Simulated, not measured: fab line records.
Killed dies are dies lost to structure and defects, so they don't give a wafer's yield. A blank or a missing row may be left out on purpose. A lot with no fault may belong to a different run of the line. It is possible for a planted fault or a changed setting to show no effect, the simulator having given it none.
A struck lot beside a sound one :: flow ritCmos :: 15 out of 202 route steps
Sound: these wafers, L470.1, L470.2, L470.5. Struck: wafers L475.1, L475.4, L475.6. The cause comes at the end.
Order at every step that has rows: each side's tool, ch and its chambers, its first start. Under that, the readings that differ: sound wafers :: struck wafers :: difference of the means :: sigmas: that difference in standard deviations of wafers without a fault.
alike: a reading whose means differ by less than 2 such deviations, as well as words and numbers matching on both sides. not compared: withheld readings; readings where some wafer has no value; bounds like >300 that might hide an equal value; numbers whose values overlap and for which the record gives no deviation.
Wherever a step has rows on one side only, a row that says differs or no value, or a row with sigmas, the two part there. Numbers that don't overlap but have no deviation are shown without sigmas and don't part them. A reading missing from all wafers of one side parts the sides only when that side holds two or more wafers.

RIT_FOX2_THK_MEAS_01:
  sound: filmMetro-01 at day 3 00:22; struck: filmMetro-01 at day 4 01:31
  alike: FOX2_OXIDE_THK
then, 2 steps without rows for these wafers: RIT_FOX2_CLEAN_02 (cleans in dHF, time 180 s); RIT_FOX2_WET_ETCH_03 (etches Si3N4 in H3PO4, target depth 195 nm, time 2700 s).
RIT_FOX2_THK_MEAS_90:
  sound: filmMetro-02 at day 3 01:14; struck: filmMetro-02 at day 4 02:27
  alike: FIELD_OXIDE_LEFT_1_THK
then, 6 steps without rows for these wafers: RIT_NWELL_HMDS_00 (prime time 60 s); RIT_NWELL_COAT_01 (resist thk 1300 nm); RIT_NWELL_SOFTBAKE_02 (time 60 s); RIT_NWELL_EXPOSE_03 (exposes mask M2, target cd 43900 nm); RIT_NWELL_PEB_04; RIT_NWELL_DEVELOP_05 (develop time 68 s).
RIT_NWELL_OVL_MEAS_06:
  sound: overlay-02 at day 3 02:11; struck: overlay-02 at day 4 03:23
  alike: NWELL_OVL
then, 1 step without rows for these wafers: RIT_NWELL_HARDBAKE_07 (time 120 s).
RIT_NWELL_IMPLANT_08:
  sound on implanter-04 ch 0, day 3 02:28; struck on implanter-02 ch 0, day 4 03:41
reading: beamEnergyKeV
sound: 170.08 170.09 170.04
struck: 176.37 176.34 176.40
difference: +6.30
sigmas: +99 or more

reading: model.implant.rpNm (nm)
sound: 212.1 212.1 212.1
struck: 225.5 225.5 225.5
difference: +13.4
sigmas: 

reading: model.implant.drpNm (nm)
sound: 68.82 68.82 68.82
struck: 70.74 70.74 70.74
difference: +1.92
sigmas: 
  alike: doseIonsCm2, faradayCurrentUA
RIT_NWELL_STRIP_09: strips in O2, time 180 s.
  sound on plasmaAsher-03 ch 0,1, day 3 02:37; struck on plasmaAsher-04 ch 0,1, day 4 03:50
  alike: drypumpMotorCurrentA
  not compared: rfHoursCounterH
RIT_M1_PROBE_99:
  sound: prober-01 at day 4 15:03; struck: prober-02 at day 5 16:42
reading: killedAtContacts
sound: 0 0 0
struck: 1 0 1
difference: +1
sigmas: +2

reading: model.etest.fieldPMetal.vtV (V)
sound: -29.22 -28.59 -29.09
struck: -29.73 -30.55 -30.65
difference: -1.34
sigmas: 

reading: model.etest.fieldP.vtV (V)
sound: -12.58 -12.55 -12.53
struck: -13.44 -13.34 -13.4
difference: -0.84
sigmas: 
  alike: killedAtFrontEnd, killedDies, killedOpen, killedShort

## WHERE THEY PART
Last at RIT_M1_PROBE_99 as far as this record goes, first at RIT_NWELL_IMPLANT_08.

WHY: what the simulator had put in
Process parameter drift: implanter-02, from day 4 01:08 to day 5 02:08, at RIT_NWELL_IMPLANT_08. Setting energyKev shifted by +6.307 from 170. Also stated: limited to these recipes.
